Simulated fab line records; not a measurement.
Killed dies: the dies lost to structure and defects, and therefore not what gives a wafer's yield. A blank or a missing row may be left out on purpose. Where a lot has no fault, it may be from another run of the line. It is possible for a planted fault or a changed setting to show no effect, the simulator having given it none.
fab line records	flow berkeley-cmos170
record lots=5	wafers=23
route steps=331 shown M3@327
start-h: start of the lot's first displayed wafer, in hours after the record's first day	wait-h: how many hours have passed since the lot's step before this one	" unchanged from the row above	L1.1+2: one row covering several wafers at once	- no value present, or no start provided	* or withheld: withheld	< > ~ a bound
route shown NAME@n: names a module that has steps shown in the file, with the first one's number in the route	usual: mean and standard deviation over wafers with no fault	same: alike in all rows	chamber/n: place in a boat	sites: per-site readings	_std_site: the standard deviation of these	_edge_site: inner sites' mean taken away from outer sites' mean	radius-mm: for every site, how far away it sits from the centre of the wafer	mask NAME#n: copy n	behind: the most recent tool/chamber to have shaped the wafer	hold: what put the lot on hold/how long, in hours/how the hold closed	device: the transistor (n, p or np) that didn't switch	end of line: at the end of the route, the tests of the same wafers	for a step that has no rows: nothing shown but its recipe	killed: the dies lost at the first sort to structure and to defects; this is not the yield of the wafer	map: dies across one wafer; x = killed, . = not, _ = none there
set.NAME: the setting the step ran with; set.NAME@STEP: the setting that earlier step ran with	model.NAME: the simulator's own value behind a step, which no gauge read
one table per step and one row per wafer, for lots whose settings were changed on purpose
## steps
# step UCB170_M3_METAL_ETCH_18
# recipe chemistry=Cl2/BCl3	target=Al	stop-on=SiO2	pressure-mtorr=12	target-depth-a=11700	over-etch-frac=0.3	time-s=195	icp-w=600	bias-w=120	Cl2_flow_sccm=90	bcl3-flow-sccm=45
lot.wafer	tool	chamber	start-h	wait-h	set.time-s	set.power-w@M3_SPUTTER_01	model.etch.depth-nm	model.M3.feature-depth-nm	model.KrF_of_M3_COAT_10.thk-nm
L075.1	rie-metal-03	0	163.95	-	195	6000	877.3	933.9	213
L075.2	"	1	"	"	195	6000	880.5	934.9	234.6
L075.3	"	1	"	"	195	6000	890.9	945.5	233
L078.1	rie-metal-03	1	172.48	-	220.1	6000	906.4	970.1	138.4
L078.3	"	0	"	"	195	6221	940.8	997.4	208.2
L078.4	"	1	"	"	220.1	6000	-	966	141.3
L078.5	"	1	"	"	195	6000	-	953.6	223.3
L078.6	"	0	"	"	195	6221	932.3	989.2	202.3
L079.1	rie-metal-02	0	192.33	-	184.4	6000	-	957.5	239.2
L079.2	"	1	"	"	184.4	6267	941.8	995.7	239.7
L079.3	"	1	"	"	195	6267	940.1	997	200.6
L079.5	"	0	"	"	184.4	6267	-	994.4	238.5
L079.6	"	1	"	"	195	6000	-	961.2	207.9
L081.1	rie-metal-01	0	192.74	-	195	6476	-	-	-
L081.2	"	1	"	"	195	6000	-	949.9	218.3
L081.3	"	0	"	"	212.9	6000	-	954.4	173.3
L081.4	"	1	"	"	212.9	6476	-	-	-
L081.5	"	0	"	"	195	6000	-	946.1	228.2
L085.1	rie-metal-02	0	209.64	-	206.1	6000	879.3	939.5	171.8
L085.3	"	0	"	"	195	6503	-	-	-
L085.4	"	1	"	"	206.1	6503	-	-	-
L085.5	"	1	"	"	206.1	6000	879.1	939.3	168
L085.6	"	0	"	"	195	6000	-	943.2	213
# step UCB170_M3_STRIP_19
# recipe chemistry=O2	power-w=400	pressure-mtorr=3500	platen-temp-c=withheld	o2-flow-sccm=400	overash-fraction=0.5
# usual oes-product-au=0.551/0.01
lot.wafer	tool	chamber	start-h	wait-h	set.time-s@M3_METAL_ETCH_18	oes-product-au
L075.1	plasma-asher-02	1	164.13	0.1	195	0.542
L075.2	"	0	"	"	195	0.568
L075.3	"	1	"	"	195	0.562
L078.1	plasma-asher-01	0	172.67	0.1	220.1	0.462
L078.3	"	1	"	"	195	0.536
L078.4	"	0	"	"	220.1	0.468
L078.5	"	0	"	"	195	0.554
L078.6	"	1	"	"	195	0.537
L079.1	plasma-asher-02	0	192.51	0.1	184.4	0.569
L079.2	"	1	"	"	184.4	0.566
L079.3	"	0	"	"	195	0.534
L079.5	"	1	"	"	184.4	0.571
L079.6	"	0	"	"	195	0.543
L081.1	plasma-asher-01	1	192.93	0.1	195	0.569
L081.2	"	0	"	"	195	0.553
L081.3	"	0	"	"	212.9	0.506
L081.4	"	1	"	"	212.9	0.487
L081.5	"	0	"	"	195	0.550
L085.1	plasma-asher-01	1	209.83	0.1	206.1	0.503
L085.3	"	0	"	"	195	0.535
L085.4	"	1	"	"	206.1	0.498
L085.5	"	0	"	"	206.1	0.502
L085.6	"	1	"	"	195	0.543
## key
split step=UCB170_M3_METAL_ETCH_18	setting=time-s	stated=195	by=wafer
response step=UCB170_M3_METAL_ETCH_18	reading=model.etch.depth-nm	change=-2.1	per=1%	r=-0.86
response step=UCB170_M3_METAL_ETCH_18	reading=model.KrF_of_M3_COAT_10.thk-nm	change=-5.77	per=1%	r=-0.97
response step=UCB170_M3_STRIP_19	reading=oes-product-au	change=-0.0062	per=1%	r=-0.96
split outside-this-file step=UCB170_M3_SPUTTER_01 setting=power-w
# split outside-this-file: this setting was split too, and the file shows its column; the key of that split is in another file
